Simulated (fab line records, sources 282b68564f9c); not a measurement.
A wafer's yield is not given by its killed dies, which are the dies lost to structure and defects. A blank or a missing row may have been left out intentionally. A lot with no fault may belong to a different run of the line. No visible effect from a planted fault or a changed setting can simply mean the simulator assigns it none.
Split-lot study + flow rit cmos + on a route of 202 steps: 5 lots, 23 wafers read

## SPLIT DETAILS
At RIT_M1_SPUTTER_00 (material Al, target thk 400 nm, time 500 s), the setting power w was moved away from the recipe's 2000 W on 11 of the 23 wafers read, by -6.8% to +7.6%. For the rest of the wafers, this setting stayed at what the recipe calls for.

## FROM THE SPLIT ON TO THE READING: in between, the file shows 1 step
- RIT_M1_RS_MEAS_01: measures by four-point-probe

## THE READING
M1_AL_THK, in nm, at RIT_M1_THK_MEAS_02 (measures by xrf). A value of 397 nm with a standard deviation of 3.9 nm is what fault-free wafers of this fab line usually give.

| wafer  | tool, chamber at the split | power w as run, W | against the recipe | M1_AL_THK, nm | against lot-mates on the recipe |
|--------|----------------------------|-------------------|--------------------|---------------|---------------------------------|
| L075.1 | pvd sputter-03, -          | 2000              | recipe             | 395           | -                               |
| L075.3 | pvd sputter-03, -          | 2000              | recipe             | 395           | -                               |
| L075.4 | pvd sputter-03, -          | 2152              | +7.6%              | 429           | +34                             |
| L075.5 | pvd sputter-03, -          | 2152              | +7.6%              | 426           | +31                             |
| L075.6 | pvd sputter-03, -          | 2152              | +7.6%              | 421           | +26                             |
| L079.1 | pvd sputter-03, -          | 2000              | recipe             | 401           | -                               |
| L079.2 | pvd sputter-03, -          | 2000              | recipe             | 403           | -                               |
| L079.3 | pvd sputter-03, -          | 1936              | -3.2%              | 387           | -15                             |
| L079.4 | pvd sputter-03, -          | 1936              | -3.2%              | 391           | -11                             |
| L079.5 | pvd sputter-03, -          | 1936              | -3.2%              | 392           | -10                             |
| L080.2 | pvd sputter-01, -          | 1864              | -6.8%              | 371           | -26                             |
| L080.3 | pvd sputter-01, -          | 1864              | -6.8%              | 371           | -26                             |
| L080.4 | pvd sputter-01, -          | 2000              | recipe             | 397           | -                               |
| L080.5 | pvd sputter-01, -          | 2000              | recipe             | 396           | -                               |
| L080.6 | pvd sputter-01, -          | 1864              | -6.8%              | 374           | -22                             |
| L083.1 | pvd sputter-03, -          | 2000              | recipe             | 395           | -                               |
| L083.2 | pvd sputter-03, -          | 2000              | recipe             | 398           | -                               |
| L083.6 | pvd sputter-03, -          | 2000              | recipe             | 395           | -                               |
| L085.1 | pvd sputter-03, -          | 1908              | -4.6%              | 379           | -20                             |
| L085.2 | pvd sputter-03, -          | 2000              | recipe             | 401           | -                               |
| L085.3 | pvd sputter-03, -          | 2000              | recipe             | 399           | -                               |
| L085.5 | pvd sputter-03, -          | 2000              | recipe             | 396           | -                               |
| L085.6 | pvd sputter-03, -          | 1908              | -4.6%              | 380           | -19                             |

FIT RESULTS
A straight line over all 23 wafers: M1_AL_THK changes by +3.63 nm for each +1% of power w; r = +0.98; the points scatter about the line by 3 nm.
The same after taking each lot's own level away (the mean of its wafers on the recipe; 23 wafers): +3.86 nm for each +1%; r = +0.99; scatter 2.1 nm.
Per that fit: largest power w move, reading shift of 29 nm.
Across the lots, their own levels run from 395.0 to 402.0 nm, a range of 1.8 times the standard deviation given above.
Hence the lot-to-lot level has little effect on the slope; both slopes agree.
Check: with one of the wafers moved furthest among these (+7.6%) left out of the fit, the line predicts +28.4 nm for it against its lot-mates. It came out at +34 nm against them.

## FURTHER SPLITS ON THESE WAFERS
Before the reading, these wafers also passed through other splits. Each is held against what the fit with the lots' levels taken away leaves over:
| other split on the same wafers     | wafers away from the commonest value | r with M1_AL_THK (lot level and that fit taken away) |
|------------------------------------|--------------------------------------|------------------------------------------------------|
| RIT_NLDD_IMPLANT_08 dose cm2       | 5                                    | +0.13                                                |
| RIT_NSD_IMPLANT_08 energy kev      | 7                                    | -0.37                                                |
| RIT_SDANNEAL_RTA_03 time s         | 11                                   | -0.06                                                |
| RIT_SILICIDE_SPUTTER_01 time s     | 6                                    | +0.06                                                |
| RIT_CONTACT_CVD_00 rf w            | 4                                    | -0.32                                                |
| RIT_CONTACT_ETCH_11 over etch frac | 4                                    | -0.08                                                |

## THE WHOLE CHAIN: every reading that the file lists as answering this split, in the file's order
| step               | what it does                               | reading                                                                     | change (the file's fit)               | r (the file's) |
|--------------------|--------------------------------------------|-----------------------------------------------------------------------------|---------------------------------------|----------------|
| RIT_M1_SPUTTER_00  | material Al, target thk 400 nm, time 500 s | Al_of_M1_SPUTTER_00.thk nm (the simulator's own value, which no gauge read) | +3.85 nm for each +1% of the setting  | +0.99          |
| RIT_M1_RS_MEAS_01  | measures by four-point-probe               | M1_AL_RS                                                                    | -0.000733 for each +1% of the setting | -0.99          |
| RIT_M1_THK_MEAS_02 | measures by xrf                            | M1_AL_THK                                                                   | +3.9 for each +1% of the setting      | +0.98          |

## FILE'S OWN FIT
M1_AL_THK changes by +3.9 nm for each +1% of power w, r = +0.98.
